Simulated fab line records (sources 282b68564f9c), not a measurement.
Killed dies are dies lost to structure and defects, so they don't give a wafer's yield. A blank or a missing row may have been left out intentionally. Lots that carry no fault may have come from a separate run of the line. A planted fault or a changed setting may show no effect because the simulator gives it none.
fab line records	flow rit_cmos
record: lots: 15	wafers: 45	last_day: 7
route steps=202 shown PWELL@52 GATE@85 M1@196
lots that met no fault: taken from a fault-free run of the same line
start_h: the number of hours between the record's first day and the start of the first shown wafer of the lot	wait_h: hours from the lot's prior step to this one	" same as the row above	L1.1+2: several wafers, shown together as one row	- either no value or no given start	* or withheld: withheld	< > ~ a bound
route shown NAME@n: NAME is a module with steps in the file, n the number in the route of the first one	usual: the fault-free wafers' mean and standard deviation	same: alike in all rows	chamber/n: place in a boat	sites: each site's reading	_std_site: standard deviation of those values	_edge_site: mean of outer sites minus mean of inner sites	radius_mm: how far each site lies from the wafer's centre	mask NAME#n: copy n	behind: the tool/chamber that last shaped the wafer	hold: what put the lot on hold/how long, in hours/how the hold closed	device: the transistor (n, p or np) that didn't switch	end of line: at the end of the route, the tests of the same wafers	a step given without rows: its recipe and nothing more	killed: at the first sort, the dies lost to defects and structure; wafer yield is something else	map: dies across one wafer; x = killed, . = not, _ = none there
set.NAME: setting as actually run; set.NAME@STEP: the setting as run at that earlier step	model.NAME: the simulator's own value behind a step, which no gauge read
the route's steps for a sample of lots (tables are steps, rows are wafers)
services: from which hour (start_h, from the record's first day; less than 0 if before it) a tool's chamber was out of use, for how many hours, and why
== steps ==
step: RIT_WELLDRIVE_RS_MEAS_02
recipe: thk_meas_gauge: four-point-probe
usual: PWELL_RS: 429.5/1.3
lot.wafer	tool	chamber	start_h	wait_h	PWELL_RS[ohm/sq]
L912.3	film_metro-04	-	28.12	0.1	430.3
L912.4	"	-	"	"	430.7
L912.6	"	-	"	"	429.4
L913.1	film_metro-04	-	32.99	0.1	429.9
L913.3	"	-	"	"	429.0
L913.6	"	-	"	"	428.3
L914.1	film_metro-02	-	38.58	0.1	427.8
L914.2	"	-	"	"	428.0
L914.6	"	-	"	"	429.1
L915.2	film_metro-02	-	44.47	0.1	428.2
L915.3	"	-	"	"	429.2
L915.5	"	-	"	"	427.6
L917.3	film_metro-02	-	53.61	0.1	429.2
L917.4	"	-	"	"	428.9
L917.5	"	-	"	"	429.3
L920.1	film_metro-04	-	68.85	0.1	430.4
L920.2	"	-	"	"	429.7
L920.4	"	-	"	"	428.8
L921.2	film_metro-02	-	74.77	0.1	430.9
L921.4	"	-	"	"	430.1
L921.6	"	-	"	"	430.3
L922.3	film_metro-04	-	78.02	0.1	428.3
L922.4	"	-	"	"	428.9
L922.6	"	-	"	"	429.7
L923.4	film_metro-04	-	83.53	0.1	430.9
L923.5	"	-	"	"	430.3
L923.6	"	-	"	"	431.0
L925.2	film_metro-02	-	93.69	0.1	429.9
L925.3	"	-	"	"	430.1
L925.5	"	-	"	"	429.7
L926.1	film_metro-04	-	98.65	0.1	430.9
L926.2	"	-	"	"	429.1
L926.5	"	-	"	"	431.1
L928.3	film_metro-02	-	109.32	0.1	427.9
L928.4	"	-	"	"	429.4
L928.5	"	-	"	"	429.2
L929.2	film_metro-04	-	113.60	0.1	429.8
L929.4	"	-	"	"	430.8
L929.6	"	-	"	"	429.9
L932.1	film_metro-02	-	129.31	0.1	428.5
L932.2	"	-	"	"	429.2
L932.4	"	-	"	"	429.7
L934.2	film_metro-01	-	140.98	0.1	428.7
L934.3	"	-	"	"	429.6
L934.6	"	-	"	"	429.7
step: RIT_GATE_THK_MEAS_09
recipe: reads: poly-Si_of_GATE_CVD_08
usual: GATE_POLY_THK: 244.1/2
lot.wafer	tool	chamber	start_h	wait_h	GATE_POLY_THK[nm]
L912.3	film_metro-04	-	35.08	0.0	245.2
L912.4	"	-	"	"	244.5
L912.6	"	-	"	"	243.5
L913.1	film_metro-03	-	40.15	0.0	246.6
L913.3	"	-	"	"	244.5
L913.6	"	-	"	"	246.7
L914.1	film_metro-04	-	45.59	0.0	241.5
L914.2	"	-	"	"	242.0
L914.6	"	-	"	"	240.1
L915.2	film_metro-01	-	52.26	0.0	245.0
L915.3	"	-	"	"	243.0
L915.5	"	-	"	"	243.0
L917.3	film_metro-01	-	60.59	0.0	243.1
L917.4	"	-	"	"	244.5
L917.5	"	-	"	"	246.1
L920.1	film_metro-01	-	76.43	0.0	246.2
L920.2	"	-	"	"	244.6
L920.4	"	-	"	"	246.5
L921.2	film_metro-04	-	81.94	0.0	243.8
L921.4	"	-	"	"	243.2
L921.6	"	-	"	"	243.6
L922.3	film_metro-04	-	85.21	0.0	240.0
L922.4	"	-	"	"	240.4
L922.6	"	-	"	"	240.9
L923.4	film_metro-04	-	90.80	0.0	243.1
L923.5	"	-	"	"	245.3
L923.6	"	-	"	"	243.7
L925.2	film_metro-03	-	100.68	0.0	240.9
L925.3	"	-	"	"	243.0
L925.5	"	-	"	"	244.3
L926.1	film_metro-04	-	105.63	0.0	246.3
L926.2	"	-	"	"	246.1
L926.5	"	-	"	"	245.0
L928.3	film_metro-04	-	118.53	0.0	246.8
L928.4	"	-	"	"	243.7
L928.5	"	-	"	"	245.3
L929.2	film_metro-04	-	121.56	0.0	243.0
L929.4	"	-	"	"	243.2
L929.6	"	-	"	"	243.2
L932.1	film_metro-04	-	138.87	0.0	243.9
L932.2	"	-	"	"	245.3
L932.4	"	-	"	"	243.2
L934.2	film_metro-01	-	148.78	0.0	241.1
L934.3	"	-	"	"	242.8
L934.6	"	-	"	"	239.8
step: RIT_M1_METAL_ETCH_12
recipe: stop_on: SiO2	chemistry: Cl2/BCl3	target: Al	time_s: 165	over_etch_frac: 0.5	pressure_mtorr: 100	target_depth_a: 6000	rf_w: 250	Cl2_flow_sccm: 60	bcl3_flow_sccm: 50
usual: chamber_pressure_mTorr: 100.00/0.099	drypump_motor_current_A: 5.6/0.63	oes_product_au: 0.785/0.014	throttle_valve_pct: 8.36/0.094
lot.wafer	tool	chamber	start_h	wait_h	chamber_pressure_mTorr	drypump_motor_current_A	oes_product_au	rf_hours_counter_h	throttle_valve_pct
L912.3	rie_metal-03	1	54.31	0.2	99.98	5.2	0.813	-	8.38
L912.4	"	0	"	"	99.88	5.2	0.782	-	8.34
L912.6	"	0	"	"	100.01	5.2	0.783	-	8.34
L913.1	rie_metal-02	1	59.22	0.2	100.07	4.9	0.799	36	8.50
L913.3	"	1	"	"	99.99	4.9	0.801	-	8.49
L913.6	"	1	"	"	100.03	4.9	0.809	-	8.50
L914.1	rie_metal-04	1	66.03	0.2	100.15	5.7	0.777	2	8.20
L914.2	"	0	"	"	100.07	6.5	0.769	2	8.44
L914.6	"	1	"	"	100.07	5.7	0.785	-	8.20
L915.2	rie_metal-03	1	71.28	0.2	99.86	5.2	0.796	1	8.38
L915.3	"	1	"	"	100.18	5.2	0.805	-	8.37
L915.5	"	1	"	"	100.04	5.2	0.806	-	8.38
L917.3	rie_metal-04	1	80.99	0.2	100.07	5.7	0.776	-	8.19
L917.4	"	0	"	"	100.00	6.5	0.770	-	8.45
L917.5	"	1	"	"	100.08	5.7	0.787	-	8.20
L920.1	rie_metal-04	0	95.33	0.2	100.05	6.5	0.769	3	8.46
L920.2	"	1	"	"	100.01	5.7	0.783	3	8.22
L920.4	"	1	"	"	99.90	5.7	0.779	-	8.19
L921.2	rie_metal-03	1	101.89	0.2	100.04	5.2	0.793	1	8.38
L921.4	"	0	"	"	99.94	5.1	0.782	-	8.33
L921.6	"	0	"	"	99.94	5.1	0.781	-	8.33
L922.3	rie_metal-02	1	104.99	0.2	100.05	4.9	0.793	-	8.50
L922.4	"	0	"	"	100.04	6.6	0.780	-	8.33
L922.6	"	0	"	"	99.97	6.6	0.783	-	8.32
L923.4	rie_metal-04	0	111.61	0.1	99.96	6.5	0.757	-	8.46
L923.5	"	1	"	"	100.00	5.7	0.785	-	8.22
L923.6	"	0	"	"	100.07	6.5	0.761	-	8.46
L925.2	rie_metal-02	0	122.62	0.2	100.11	6.6	0.782	35	8.32
L925.3	"	0	"	"	99.94	6.5	0.781	-	8.33
L925.5	"	1	"	"	100.11	4.9	0.799	-	8.49
L926.1	rie_metal-04	1	125.61	0.2	100.18	5.7	0.794	3	8.20
L926.2	"	0	"	"	99.87	6.5	0.789	3	8.46
L926.5	"	1	"	"	100.23	5.7	0.798	-	8.20
L928.3	rie_metal-04	1	139.91	0.2	100.01	5.7	0.779	-	8.20
L928.4	"	0	"	"	99.97	6.5	0.774	-	8.45
L928.5	"	1	"	"	99.98	5.6	0.773	-	8.20
L929.2	rie_metal-03	1	144.58	0.2	99.85	5.2	0.807	2	8.39
L929.4	"	1	"	"	99.91	5.2	0.804	-	8.39
L929.6	"	0	"	"	99.91	5.2	0.784	-	8.33
L932.1	rie_metal-03	0	159.66	0.2	99.92	5.2	0.783	2	8.33
L932.2	"	1	"	"	99.91	5.2	0.798	2	8.38
L932.4	"	1	"	"	99.99	5.2	0.809	-	8.38
L934.2	rie_metal-02	0	176.88	0.2	99.87	6.6	0.774	0	8.34
L934.3	"	0	"	"	100.08	6.5	0.772	-	8.33
L934.6	"	0	"	"	99.89	6.5	0.770	-	8.33
step: RIT_M1_STRIP_14
recipe: chemistry: O2	time_s: 180	platen_temp_c: withheld	power_w: 500	pressure_mtorr: 4000	o2_flow_sccm: 4000
usual: chamber_pressure_mTorr: 4000/3.6	drypump_motor_current_A: 5.4/0.41
lot.wafer	tool	chamber	start_h	wait_h	chamber_pressure_mTorr	drypump_motor_current_A	rf_hours_counter_h
L912.3	plasma_asher-01	0	54.65	0.1	4003	5.3	-
L912.4	"	1	"	"	3993	5.2	-
L912.6	"	1	"	"	4000	5.2	-
L913.1	plasma_asher-01	0	59.61	0.0	4005	5.3	36
L913.3	"	0	"	"	3999	5.3	-
L913.6	"	1	"	"	4001	5.2	-
L914.1	plasma_asher-01	1	66.37	0.0	3999	5.2	37
L914.2	"	0	"	"	3997	5.3	37
L914.6	"	0	"	"	3998	5.3	-
L915.2	plasma_asher-03	1	71.63	0.0	4000	5.7	29
L915.3	"	1	"	"	4003	5.7	-
L915.5	"	0	"	"	3996	6.6	-
L917.3	plasma_asher-03	0	81.33	0.1	3997	6.5	-
L917.4	"	1	"	"	3997	5.7	-
L917.5	"	1	"	"	3998	5.7	-
L920.1	plasma_asher-01	0	95.67	0.0	3994	5.3	41
L920.2	"	1	"	"	3998	5.2	41
L920.4	"	0	"	"	4001	5.3	-
L921.2	plasma_asher-02	0	102.25	0.0	3996	5.2	48
L921.4	"	0	"	"	3998	5.2	-
L921.6	"	1	"	"	3994	5.2	-
L922.3	plasma_asher-01	1	105.36	0.1	4002	5.2	-
L922.4	"	0	"	"	3996	5.3	-
L922.6	"	1	"	"	3999	5.2	-
L923.4	plasma_asher-02	0	111.96	0.1	4003	5.2	-
L923.5	"	0	"	"	3993	5.2	-
L923.6	"	1	"	"	4004	5.2	-
L925.2	plasma_asher-02	0	122.96	0.0	4005	5.2	50
L925.3	"	1	"	"	4002	5.2	-
L925.5	"	0	"	"	3998	5.3	-
L926.1	plasma_asher-02	0	125.96	0.0	4001	5.2	51
L926.2	"	1	"	"	4004	5.2	51
L926.5	"	0	"	"	3997	5.2	-
L928.3	plasma_asher-01	0	140.26	0.1	4004	5.3	-
L928.4	"	1	"	"	4005	5.2	-
L928.5	"	1	"	"	4000	5.2	-
L929.2	plasma_asher-01	1	145.09	0.0	4000	5.2	3
L929.4	"	0	"	"	3995	5.3	-
L929.6	"	1	"	"	4004	5.2	-
L932.1	plasma_asher-01	1	160.00	0.0	3997	5.2	4
L932.2	"	0	"	"	3999	5.3	4
L932.4	"	1	"	"	4002	5.2	-
L934.2	plasma_asher-02	1	177.21	0.0	3996	5.1	56
L934.3	"	1	"	"	4006	5.2	-
L934.6	"	0	"	"	3994	5.2	-
step: RIT_M1_PROBE_99
usual: defect_limited_yield: 97.6/1.1	killed_at_M0_to_M3: 0.0/0.083	killed_at_contacts: 0.1/0.31	killed_at_front_end: 6.3/3	killed_dies: 6.4/3	killed_on_rim: 1.7/1.3	killed_open: 3/1.9	killed_short: 3.4/1.9	sort_bin_3_pad_short: 0.1/0.18	sort_bin_5_function: 1.4/0.78	sort_bin_6_memory: 0.9/0.65	sort_n_pass: 257.6/3	sort_yield_pct: 97.6/1.1
same: gross_dies: 264	killed_at_M4_up: 0	killed_at_back_side: 0	killed_at_other: 0
lot.wafer	tool	chamber	start_h	wait_h	hold	defect_limited_yield[%]	killed_at_M0_to_M3	killed_at_contacts	killed_at_front_end	killed_dies	killed_on_rim	killed_open	killed_short	sort_bin_3_pad_short[%]	sort_bin_5_function[%]	sort_bin_6_memory[%]	sort_n_pass	sort_yield_pct[%]
L912.3	prober-01	-	56.61	0.2	-	97.7	0	0	6	6	2	4	2	0.4	1.5	0.4	258.0	97.7
L912.4	prober-01	-	56.66	0.2	-	96.6	0	0	9	9	4	4	5	0	2.3	1.1	255.0	96.6
L912.6	prober-01	-	56.76	0.2	-	98.1	0	1	4	5	1	4	1	0	1.1	0.8	259.0	98.1
L913.1	prober-02	-	61.52	0.1	-	96.6	0	1	8	9	0	3	6	0.4	2.7	0.4	255.0	96.6
L913.3	prober-02	-	61.62	0.2	-	94.3	0	0	15	15	3	7	8	0.4	1.5	3.8	249.0	94.3
L913.6	prober-02	-	61.77	0.2	-	98.1	0	0	5	5	1	1	4	0	1.5	0.4	259.0	98.1
L914.1	prober-01	-	68.44	0.1	-	97.0	0	0	8	8	1	3	5	0	2.3	0.8	256.0	97.0
L914.2	prober-01	-	68.49	0.1	-	97.7	0	0	6	6	2	3	3	0	1.1	1.1	258.0	97.7
L914.6	prober-01	-	68.69	0.2	-	97.3	0	0	7	7	4	1	6	0.4	0.8	1.5	257.0	97.3
L915.2	prober-02	-	73.60	0.1	-	98.9	0	0	3	3	0	2	1	0	0.4	0.8	261.0	98.9
L915.3	prober-02	-	73.65	0.2	-	97.0	0	0	8	8	2	4	4	0	1.5	1.5	256.0	97.0
L915.5	prober-02	-	73.75	0.2	-	97.7	0	0	6	6	2	1	5	0.4	1.1	0.8	258.0	97.7
L917.3	prober-02	-	83.29	0.2	-	97.7	0	0	6	6	1	3	3	0	0.8	1.5	258.0	97.7
L917.4	prober-02	-	83.34	0.2	-	97.7	0	0	6	6	3	2	4	0.4	1.9	0	258.0	97.7
L917.5	prober-02	-	83.39	0.2	-	98.1	0	0	5	5	2	2	3	0.4	1.1	0.4	259.0	98.1
L920.1	prober-01	-	97.59	0.1	-	97.3	0	0	7	7	1	1	5	0	1.5	1.1	257.0	97.3
L920.2	prober-01	-	97.64	0.1	-	96.2	0	0	10	10	6	7	3	0	2.3	1.5	254.0	96.2
L920.4	prober-01	-	97.74	0.2	-	97.3	0	0	7	7	2	2	5	0	1.5	1.1	257.0	97.3
L921.2	prober-02	-	104.21	0.1	-	98.9	0	0	3	3	0	1	2	0	1.1	0	261.0	98.9
L921.4	prober-02	-	104.31	0.2	-	98.9	0	0	3	3	2	3	0	0	0.8	0.4	261.0	98.9
L921.6	prober-02	-	104.41	0.2	-	98.5	0	0	4	4	0	1	3	0.4	0.8	0.4	260.0	98.5
L922.3	prober-01	-	107.32	0.2	-	97.0	0	0	8	8	4	4	4	0	2.3	0.8	256.0	97.0
L922.4	prober-01	-	107.37	0.2	-	95.8	0	0	11	11	3	5	6	0.4	3.0	0.8	253.0	95.8
L922.6	prober-01	-	107.47	0.2	-	96.2	0	0	10	10	2	4	6	0	2.7	1.1	254.0	96.2
L923.4	prober-02	-	113.97	0.2	await_dispo/3.4h/release	97.3	0	0	7	7	1	2	5	0	0.8	1.9	257.0	97.3
L923.5	prober-02	-	114.02	0.2	await_dispo/3.4h/release	86.7	27	0	8	35	10	4	4	0.8	10.2	2.3	229.0	86.7
L923.6	prober-02	-	114.07	0.2	await_dispo/3.4h/release	98.9	0	0	3	3	1	1	2	0	0.4	0.8	261.0	98.9
L925.2	prober-02	-	124.92	0.1	-	98.1	0	0	5	5	3	2	3	0	1.1	0.8	259.0	98.1
L925.3	prober-02	-	124.97	0.2	-	98.9	0	0	3	3	0	2	1	0	0.8	0.4	261.0	98.9
L925.5	prober-02	-	125.07	0.2	-	96.6	0	0	9	9	3	3	6	0	1.5	1.9	255.0	96.6
L926.1	prober-01	-	127.88	0.1	await_dispo/3.6h/release	90.2	24	0	2	26	4	1	1	0.8	8.0	1.1	238.0	90.2
L926.2	prober-01	-	127.93	0.1	await_dispo/3.6h/release	98.5	0	1	3	4	0	3	1	0	0.8	0.8	260.0	98.5
L926.5	prober-01	-	128.08	0.2	await_dispo/3.6h/release	88.3	22	0	9	31	6	5	4	1.1	7.2	3.4	233.0	88.3
L928.3	prober-01	-	142.39	0.2	await_dispo/2.8h/release	87.1	27	0	7	34	8	3	4	3.8	8.0	1.1	230.0	87.1
L928.4	prober-01	-	142.44	0.2	await_dispo/2.8h/release	98.5	0	0	4	4	1	3	1	0	1.1	0.4	260.0	98.5
L928.5	prober-01	-	142.49	0.2	await_dispo/2.8h/release	87.5	27	1	5	33	7	3	3	2.3	7.6	2.7	231.0	87.5
L929.2	prober-02	-	147.06	0.1	-	97.0	0	0	8	8	1	4	4	0	1.5	1.5	256.0	97.0
L929.4	prober-02	-	147.16	0.2	-	95.5	0	0	12	12	4	5	7	0.4	2.7	1.5	252.0	95.5
L929.6	prober-02	-	147.26	0.2	-	97.7	0	0	6	6	2	1	5	0	1.9	0.4	258.0	97.7
L932.1	prober-01	-	161.92	0.1	-	97.3	0	0	7	7	1	6	1	0	1.5	1.1	257.0	97.3
L932.2	prober-01	-	161.97	0.1	-	98.9	0	0	3	3	1	1	2	0	0.4	0.8	261.0	98.9
L932.4	prober-01	-	162.07	0.2	-	94.3	0	0	15	15	5	7	8	0.4	3.8	1.5	249.0	94.3
L934.2	prober-01	-	179.18	0.1	-	96.2	0	0	10	10	2	5	5	0	1.5	2.3	254.0	96.2
L934.3	prober-01	-	179.23	0.2	-	97.0	0	0	8	8	2	3	5	0	1.5	1.5	256.0	97.0
L934.6	prober-01	-	179.38	0.2	-	98.5	1	0	3	4	2	1	3	0.4	1.1	0	260.0	98.5
killed by level:class
L912.3 GATE:geometric_particle:open=2 FOX1:geometric_particle:short=1 FOX1:geometric_particle:open=1 GATE:geometric_particle:short=1 SILICIDE:geometric_particle:open=1
L912.4 GATE:geometric_particle:short=4 GATE:geometric_particle:open=2 FOX1:geometric_particle:short=1 FOX1:geometric_particle:open=1 REOX:geometric_particle:open=1
L912.6 GATE:geometric_particle:open=2 FOX2:geometric_particle:open=1 GATE:geometric_particle:short=1 CONTACT:geometric_particle:open=1
L913.1 FOX1:geometric_particle:short=2 REOX:geometric_particle:open=2 REOX:geometric_particle:short=2 GATE:geometric_particle:open=1 SPACER:geometric_particle:short=1 CONTACT:geometric_particle:short=1
L913.3 REOX:geometric_particle:open=3 REOX:geometric_particle:short=3 FOX1:geometric_particle:short=2 GATE:geometric_particle:short=2 GATE:geometric_particle:open=2 FOX1:geometric_particle:open=1 SPACER:geometric_particle:open=1 SILICIDE:geometric_particle:short=1
L913.6 SPACER:geometric_particle:short=2 FOX1:geometric_particle:open=1 GATE:geometric_particle:short=1 REOX:geometric_particle:short=1
L914.1 SPACER:geometric_particle:short=3 SPACER:geometric_particle:open=2 FOX1:geometric_particle:open=1 GATE:geometric_particle:short=1 REOX:geometric_particle:short=1
L914.2 GATE:geometric_particle:open=2 SPACER:geometric_particle:short=2 FOX2:geometric_particle:short=1 SILICIDE:geometric_particle:open=1
L914.6 SPACER:geometric_particle:short=3 GATE:geometric_particle:short=2 GATE:geometric_particle:open=1 REOX:geometric_particle:short=1
L915.2 FOX1:geometric_particle:open=2 SPACER:geometric_particle:short=1
L915.3 FOX1:geometric_particle:short=2 GATE:geometric_particle:open=2 ACTIVE:geometric_particle:open=1 FOX2:geometric_particle:open=1 FOX2:geometric_particle:short=1 SPACER:geometric_particle:short=1
L915.5 FOX1:geometric_particle:short=2 FOX2:geometric_particle:short=1 GATE:geometric_particle:short=1 SPACER:geometric_particle:open=1 SILICIDE:geometric_particle:short=1
L917.3 GATE:geometric_particle:open=2 GATE:geometric_particle:short=2 FOX1:geometric_particle:open=1 SILICIDE:geometric_particle:short=1
L917.4 FOX1:geometric_particle:short=2 FOX1:geometric_particle:open=1 GATE:geometric_particle:short=1 REOX:geometric_particle:short=1 REOX:geometric_particle:open=1
L917.5 FOX2:geometric_particle:open=1 FOX2:geometric_particle:short=1 GATE:geometric_particle:short=1 SILICIDE:geometric_particle:short=1 SILICIDE:geometric_particle:open=1
L920.1 GATE:geometric_particle:short=2 REOX:geometric_particle:short=2 GATE:geometric_particle:open=1 SILICIDE:geometric_particle:short=1 NLDD:coat_microbubble_printed=1
L920.2 REOX:geometric_particle:open=4 FOX1:geometric_particle:open=1 GATE:geometric_particle:open=1 REOX:geometric_particle:short=1 SPACER:geometric_particle:short=1 SPACER:geometric_particle:open=1 SILICIDE:geometric_particle:short=1
L920.4 FOX1:geometric_particle:short=1 FOX2:geometric_particle:short=1 GATE:geometric_particle:open=1 GATE:geometric_particle:short=1 SPACER:geometric_particle:short=1 SILICIDE:geometric_particle:open=1 SILICIDE:geometric_particle:short=1
L921.2 REOX:geometric_particle:short=1 REOX:geometric_particle:open=1 SPACER:geometric_particle:short=1
L921.4 SPACER:geometric_particle:open=2 FOX1:geometric_particle:open=1
L921.6 SPACER:geometric_particle:short=2 GATE:geometric_particle:open=1 GATE:geometric_particle:short=1
L922.3 FOX2:geometric_particle:short=2 FOX1:geometric_particle:short=1 FOX2:geometric_particle:open=1 GATE:geometric_particle:short=1 GATE:geometric_particle:open=1 REOX:geometric_particle:open=1 SPACER:geometric_particle:open=1
L922.4 GATE:geometric_particle:open=2 REOX:geometric_particle:short=2 SILICIDE:geometric_particle:short=2 FOX1:geometric_particle:open=1 FOX2:geometric_particle:short=1 REOX:geometric_particle:open=1 SPACER:geometric_particle:short=1 SPACER:geometric_particle:open=1
L922.6 GATE:geometric_particle:open=3 FOX2:geometric_particle:short=2 GATE:geometric_particle:short=2 REOX:geometric_particle:open=1 SPACER:geometric_particle:short=1 SILICIDE:geometric_particle:short=1
L923.4 GATE:geometric_particle:short=2 REOX:geometric_particle:short=2 SILICIDE:geometric_particle:open=2 FOX1:geometric_particle:short=1
L923.5 M1:unspecified=27 GATE:geometric_particle:short=2 GATE:geometric_particle:open=2 REOX:geometric_particle:short=2 FOX2:geometric_particle:open=1 REOX:geometric_particle:open=1
L923.6 FOX1:geometric_particle:short=1 GATE:geometric_particle:open=1 REOX:geometric_particle:short=1
L925.2 FOX1:geometric_particle:short=1 FOX2:geometric_particle:short=1 GATE:geometric_particle:open=1 GATE:geometric_particle:short=1 REOX:geometric_particle:open=1
L925.3 GATE:geometric_particle:open=1 REOX:geometric_particle:open=1 SILICIDE:geometric_particle:short=1
L925.5 FOX2:geometric_particle:short=2 FOX1:geometric_particle:short=1 FOX1:geometric_particle:open=1 GATE:geometric_particle:short=1 GATE:geometric_particle:open=1 REOX:geometric_particle:open=1 REOX:geometric_particle:short=1 SILICIDE:geometric_particle:short=1
L926.1 M1:unspecified=24 FOX1:geometric_particle:open=1 SPACER:geometric_particle:short=1
L926.2 GATE:geometric_particle:open=1 SILICIDE:geometric_particle:short=1 SILICIDE:geometric_particle:open=1 CONTACT:geometric_particle:open=1
L926.5 M1:unspecified=22 FOX1:geometric_particle:short=2 SPACER:geometric_particle:open=2 SILICIDE:geometric_particle:open=2 FOX2:geometric_particle:open=1 REOX:geometric_particle:short=1 SILICIDE:geometric_particle:short=1
L928.3 M1:unspecified=27 REOX:geometric_particle:short=2 FOX1:geometric_particle:open=1 FOX1:geometric_particle:short=1 GATE:geometric_particle:open=1 GATE:geometric_particle:short=1 SPACER:geometric_particle:open=1
L928.4 REOX:geometric_particle:open=2 GATE:geometric_particle:open=1 REOX:geometric_particle:short=1
L928.5 M1:unspecified=27 REOX:geometric_particle:open=2 GATE:geometric_particle:open=1 GATE:geometric_particle:short=1 REOX:geometric_particle:short=1 CONTACT:geometric_particle:short=1
L929.2 SILICIDE:geometric_particle:short=3 FOX1:geometric_particle:short=1 FOX1:geometric_particle:open=1 REOX:geometric_particle:open=1 SPACER:geometric_particle:open=1 SILICIDE:geometric_particle:open=1
L929.4 FOX1:geometric_particle:open=3 REOX:geometric_particle:short=3 GATE:geometric_particle:short=2 FOX1:geometric_particle:short=1 FOX2:geometric_particle:short=1 GATE:geometric_particle:open=1 SILICIDE:geometric_particle:open=1
L929.6 GATE:geometric_particle:short=4 FOX1:geometric_particle:short=1 SILICIDE:geometric_particle:open=1
L932.1 GATE:geometric_particle:open=4 REOX:geometric_particle:open=1 SPACER:geometric_particle:open=1 SPACER:geometric_particle:short=1
L932.2 FOX1:geometric_particle:short=1 REOX:geometric_particle:short=1 SPACER:geometric_particle:open=1
L932.4 GATE:geometric_particle:short=5 GATE:geometric_particle:open=4 FOX1:geometric_particle:short=1 FOX1:geometric_particle:open=1 FOX2:geometric_particle:short=1 FOX2:geometric_particle:open=1 SPACER:geometric_particle:open=1 SILICIDE:geometric_particle:short=1
L934.2 GATE:geometric_particle:short=4 GATE:geometric_particle:open=3 FOX2:geometric_particle:open=1 SPACER:geometric_particle:short=1 SILICIDE:geometric_particle:open=1
L934.3 GATE:geometric_particle:short=2 GATE:geometric_particle:open=2 REOX:geometric_particle:short=2 FOX1:geometric_particle:short=1 SPACER:geometric_particle:open=1
L934.6 FOX2:geometric_particle:open=1 GATE:geometric_particle:short=1 SILICIDE:geometric_particle:short=1 M1:geometric_particle:short=1
== services ==
tool	chamber	start_h	hours	kind
rie_metal-03	-	59.04	0.5	repair
rie_metal-03	-	76.51	2.8	pm
plasma_asher-02	-	77.73	3.1	repair
rie_metal-02	-	79.63	0.2	repair
plasma_asher-01	-	98.54	2.8	pm
plasma_asher-01	-	108.75	9.0	pm
plasma_asher-01	0	108.75	9.5	vent_cycle
plasma_asher-01	1	108.75	9.5	vent_cycle
plasma_asher-01	-	109.09	9.1	repair
plasma_asher-01	0	117.75	-	clean
plasma_asher-01	1	117.75	-	clean
rie_metal-02	-	136.12	20.0	pm
rie_metal-02	0	136.12	20.0	vent_cycle
rie_metal-02	1	136.12	20.0	vent_cycle
rie_metal-02	-	149.01	1.3	repair
rie_metal-02	0	156.12	-	clean
rie_metal-02	1	156.12	-	clean
rie_metal-04	1	170.45	7.2	repair
== key ==
first_sign: step: RIT_M1_PROBE_99	reading: killed_at_M0_to_M3	direction: up	sigmas: 25	usual: 0.0	struck: 25.4
effect: step: RIT_M1_PROBE_99	reading: sort_bin_5_function	direction: up	sigmas: 8.7	usual: 1.4	struck: 8.2
met_at RIT_M1_METAL_ETCH_12
struck_lots L923,L926,L928
struck_wafers L923.5,L926.1,L926.5,L928.3,L928.5
not_acting_at RIT_WELLDRIVE_RS_MEAS_02,RIT_GATE_THK_MEAS_09,RIT_M1_STRIP_14
onset_between 95.33 111.61
fault: kind: chamber_particle_source	tool: rie_metal-04	chamber: 1	onset_h: 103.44	steps: RIT_M1_METAL_ETCH_12	rate_per_visit_cm2: 0.55835	end_h: 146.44
